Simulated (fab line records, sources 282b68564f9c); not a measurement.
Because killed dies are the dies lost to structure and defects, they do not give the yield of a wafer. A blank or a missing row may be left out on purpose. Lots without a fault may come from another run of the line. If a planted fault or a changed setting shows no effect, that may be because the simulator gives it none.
The tool behind it: which one? -- flow rit cmos -- Sampling: 13 lots, 39 wafers, 2 of 202 route steps

WHAT THE GAUGES READ, wafer by wafer
The record holds no reading of a measuring or inspecting step that can be judged against a usual standard deviation.

WHICH TOOL RAN EACH LOT (tool, then ch and the chambers of the sampled wafers, then the start)
lot,RIT_ACTIVE_STRIP_14,RIT_M1_PROBE_99
L919,"plasma asher-03 ch 0,1, day 1 16:42",-
L920,"plasma asher-03 ch 0, day 1 20:26",-
L921,"plasma asher-01 ch 0, day 2 01:02",-
L922,"plasma asher-01 ch 0,1, day 2 06:59",-
L923,"plasma asher-01 ch 0,1, day 2 14:21",-
L924,"plasma asher-01 ch 0,1, day 2 19:19",-
L925,"plasma asher-03 ch 0,1, day 2 21:02",-
L926,"plasma asher-02 ch 0,1, day 3 03:07","prober-01, day 5 00:02"
L929,"plasma asher-02 ch 0,1, day 3 16:55",-
L931,"plasma asher-02 ch 0,1, day 4 03:06","prober-02, day 6 01:29"
L934,"plasma asher-02 ch 0,1, day 4 18:10",-
L938,"plasma asher-01 ch 0,1, day 5 14:01",-
L939,"plasma asher-03 ch 0,1, day 5 18:50",-
- RIT_ACTIVE_STRIP_14: strips in O2, time 180 s.
- RIT_M1_PROBE_99

WHAT THE TOOLS THEMSELVES READ (means of the sampled wafers that have a number; where no wafer has one, the mark that the record gives instead)
RIT_ACTIVE_STRIP_14.
lot,tool,chamber pressure mTorr (mTorr),drypump motor current A (A)
L919,plasma asher-03,4004,5.9
L920,plasma asher-03,4003,6.5
L921,plasma asher-01,4004,6.6
L922,plasma asher-01,3999,6.1
L923,plasma asher-01,3998,6.1
L924,plasma asher-01,4000,6.1
L925,plasma asher-03,4000,6.2
L926,plasma asher-02,3998,6.3
L929,plasma asher-02,3999,6.2
L931,plasma asher-02,4803,6.3
L934,plasma asher-02,4799,6.2
L938,plasma asher-01,3999,5.6
L939,plasma asher-03,4001,6.2

RIT_M1_PROBE_99.
lot,tool,killed at contacts,killed at front end,killed dies,killed open,killed short
L926,prober-01,0.0,5,5,4.0,0.7
L931,prober-02,0.0,7,7,2.7,4.0

THE ANSWER, worked out from the rows above alone
Rule: the usual values come from the lots themselves. Put in order of their means at a reading, lots are off if they are a third of the lots or fewer, leave a main group of 4 or more, and stand apart from it by a gap of 3 or more times the standard deviation of the main group's means; of several such gaps the widest counts. The tables above print the reading to a certain number of digits; a main group whose means all agree to those digits is not used. Also off: a lot with no number at a reading for which 4 or more lots have one. Any other lot the step has rows for is counted as sound. First the gauges in route order, then the tools' own readings, where a lot's mean is used as printed above. At the first step where some lot is off, the reading lying furthest off is the one used; lots without a number count as furthest.
Off: L931, L934 (RIT_ACTIVE_STRIP_14, chamber pressure mTorr). The main group has a mean of 4000 mTorr with a standard deviation of 2.1.
A tool fits if, at that step or a process step before it, it ran every lot that is off, and no sound lot after the first of them. One candidate fits, namely plasma asher-02 at RIT_ACTIVE_STRIP_14. A fault onset in the window from L929 (day 3 16:55, its last sound lot) to L931 (day 4 03:06, its first lot off) fits.
On the lots that are off, the tool's own readings at RIT_ACTIVE_STRIP_14 differ by more than 5 times the standard deviation of the sound lots' means, which bears it out; chamber pressure mTorr reads 4801 mTorr there versus 4000 mTorr on the sound lots.

WHAT THE SIMULATOR HAD PUT IN
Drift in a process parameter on plasma asher-02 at RIT_ACTIVE_STRIP_14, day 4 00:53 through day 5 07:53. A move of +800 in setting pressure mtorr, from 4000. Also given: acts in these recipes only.
Struck lots among those shown: L931, L934. The rule above found the same.
